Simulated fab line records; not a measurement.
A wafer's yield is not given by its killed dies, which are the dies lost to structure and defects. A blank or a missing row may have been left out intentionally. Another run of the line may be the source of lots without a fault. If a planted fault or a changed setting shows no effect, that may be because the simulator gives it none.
Problem report, 8D (eight disciplines) form, completed by code    flow ritCmos    the parts of the form that need people (team, actions taken, sign-off) are left out

1. WHAT WENT WRONG
Mean of runLengthS at RIT_GATE_CLEAN_01: 668 s across 6 wafers in 2 lots; on wafers with no fault it is 629 s (standard deviation 3.9). That puts it +10 standard deviations away from the usual mean.
The step: cleans in SC1, time 600 s.
Seen first at day 5 06:59 on wetBench-03, wafer L816.4. Wafers with a number at this step in the record: 42, from 14 lots. Rule for "out" (also "out of limits"): further than 4 standard deviations from the usual mean. The rest of the wafers with a number are treated as sound.

2. WHAT THIS IS AND IS NOT
question                     is                      is not
which readings at this step  runLengthS              -
which lots                   L816, L819              L804, L805, L806, L807, L809, L810, L811, L812, L813, L814, L815, L822
which wafers of those lots   all that have a number  -
read on which tools          wetBench-03             wetBench-01, wetBench-02
when                         from day 5 06:59        up to then (33 sound wafers); but 3 sound wafers of L822 came after

3. WHAT RULES OUT EACH SUSPECT
Counting: a tool at a process step up to the reading stays a suspect if it ran every lot that is out and no sound lot after the first of them.
- wetBench-03 at RIT_GATE_CLEAN_01 (cleans in SC1, time 600 s): kept. Every lot that is out went through it, starting with L816 (day 5 06:59), and after that it ran no sound lot; the last sound lot it ran before then is L815 (day 5 01:56). Its own runLengthS readings are out on those wafers.
Remaining after the count: wetBench-03 at RIT_GATE_CLEAN_01.

4. THE CAUSE (what the simulator had put in)
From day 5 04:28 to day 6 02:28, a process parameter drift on wetBench-03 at RIT_GATE_CLEAN_01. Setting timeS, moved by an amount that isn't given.
Counting left only this tool.

5. THE CHAIN OF EFFECTS, in route order
Rows list readings where the struck wafers' mean (over those with a number) sits beyond 3 standard deviations from the usual. Only readings for which the record gives a usual standard deviation are gone through. hours: the time from each lot's start at the first step in this table that gives one to its start at this step, as a median over the lots. sigmas: the change in usual standard deviations.
hours  step               reading     usual  on struck wafers  change  sigmas
0      RIT_GATE_CLEAN_01  runLengthS  629 s  668               +40     +10
Here are the process steps it includes:
- RIT_GATE_CLEAN_01: cleans in SC1, time 600 s.

6. HOW IT WOULD HAVE BEEN CAUGHT EARLIER
First out-of-limits reading in this record: day 5 06:59, which is 3 hours after fault onset at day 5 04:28.
